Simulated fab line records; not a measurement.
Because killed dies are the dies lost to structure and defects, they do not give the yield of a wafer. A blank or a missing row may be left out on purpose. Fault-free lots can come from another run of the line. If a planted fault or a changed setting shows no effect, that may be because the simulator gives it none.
Which of the tools did it? -- flow berkeley_cmos170 -- 42 wafers from 14 lots sampled at 2 of the route's 331 steps

WHAT THE GAUGES SHOWED, per wafer
UCB170_NSD_CD_MEAS_06 targets a cd of 1200 nm. Usual: cd_nm 1200.0 nm, standard deviation 1.4.
lot,measured,on,cd_nm (nm),flag
L407,day 6 18:16,cd_sem-02,1198.3 1197.0 1198.3,
L409,day 6 18:38,cd_sem-02,1199.3 1199.8 1198.7,
L408,day 6 19:17,cd_sem-02,1199.1 1200.0 1199.3,
L411,day 7 03:05,cd_sem-02,1200.9 1199.8 1200.6,
L414,day 7 16:47,cd_sem-02,1202.0 1202.0 1204.0,
L420,day 8 09:41,cd_sem-01,1202.1 1202.1 1201.8,
L415,day 8 09:55,cd_sem-02,1199.5 1201.3 1199.4,
L417,day 8 10:09,cd_sem-01,1199.8 1199.8 1200.2,
L421,day 9 07:12,cd_sem-01,1202.6 1200.8 1201.8,
L423,day 9 07:21,cd_sem-02,1201.7 1200.8 1200.5,
L424,day 9 18:57,cd_sem-02,1200.2 1202.7 1201.8,
L426,day 10 10:25,cd_sem-01,1198.7 1199.5 1200.1,
L425,day 10 10:46,cd_sem-02,1201.9 1200.9 1200.6,
L428,day 11 09:29,cd_sem-02,1199.5 1199.9 1198.7,

WHAT TOOL EACH LOT RAN ON (gives the tool, then ch and the chambers of the sampled wafers, and finally the start)
lot,UCB170_PSD_STRIP_09
L407,"plasma_asher-04 ch 0,1, day 6 16:45"
L409,"plasma_asher-01 ch 0,1, day 6 17:05"
L408,"plasma_asher-04 ch 0,1, day 6 17:34"
L411,"plasma_asher-03 ch 0,1, day 7 00:51"
L414,"plasma_asher-01 ch 0,1, day 7 15:25"
L420,"plasma_asher-01 ch 0,1, day 8 07:58"
L415,"plasma_asher-03 ch 0,1, day 8 08:05"
L417,"plasma_asher-01 ch 0,1, day 8 08:18"
L421,"plasma_asher-03 ch 0,1, day 9 05:59"
L423,"plasma_asher-01 ch 0,1, day 9 06:09"
L424,"plasma_asher-01 ch 0, day 9 17:38"
L426,"plasma_asher-04 ch 0,1, day 10 09:03"
L425,"plasma_asher-01 ch 0,1, day 10 09:22"
L428,"plasma_asher-04 ch 0,1, day 11 07:22"
- UCB170_PSD_STRIP_09: strips in O2.

AS READ BY THE TOOLS THEMSELVES (means over the sampled wafers that have a number; for cases with no such wafer, the mark the record gives instead)
UCB170_PSD_STRIP_09. Usual: drypump_motor_current_A 5.75 A, standard deviation 0.25; oes_product_au 0.601 a.u., standard deviation 0.005; strip_time_to_endpoint_s 29.44 s, standard deviation 0.074.
lot,tool,drypump_motor_current_A (A),oes_product_au (a.u.),strip_time_to_endpoint_s (s),flag
L407,plasma_asher-04,5.94,0.600,29.44,
L409,plasma_asher-01,5.56,0.601,29.54,
L408,plasma_asher-04,5.94,0.599,29.50,
L411,plasma_asher-03,5.92,0.599,29.54,
L414,plasma_asher-01,5.57,0.598,29.43,
L420,plasma_asher-01,5.55,0.600,29.54,
L415,plasma_asher-03,5.83,0.603,29.49,
L417,plasma_asher-01,5.53,0.600,29.36,
L421,plasma_asher-03,5.91,0.605,29.47,
L423,plasma_asher-01,5.56,0.607,29.49,
L424,plasma_asher-01,5.50,0.602,29.42,
L426,plasma_asher-04,5.94,0.600,29.34,
L425,plasma_asher-01,5.54,0.605,29.39,
L428,plasma_asher-04,5.94,0.601,29.47,

THE ANSWER, worked out from the rows above alone
Rule: take the mean of a lot's wafers that have a number; if it is more than 3 standard deviations from the usual mean, the lot is off. Also off: a lot with no number at a reading for which 4 or more lots have one. The other lots that the step has rows for count as sound. Order of review: gauges by route order, followed by the tools' own readings, for which a lot's mean as printed above is used. At the first step where some lot is off, the reading lying furthest off is the one used; lots without a number count as furthest.
Nothing can be told from this: no lot is off at any reading shown.

WHAT THE SIMULATOR HAD PUT IN
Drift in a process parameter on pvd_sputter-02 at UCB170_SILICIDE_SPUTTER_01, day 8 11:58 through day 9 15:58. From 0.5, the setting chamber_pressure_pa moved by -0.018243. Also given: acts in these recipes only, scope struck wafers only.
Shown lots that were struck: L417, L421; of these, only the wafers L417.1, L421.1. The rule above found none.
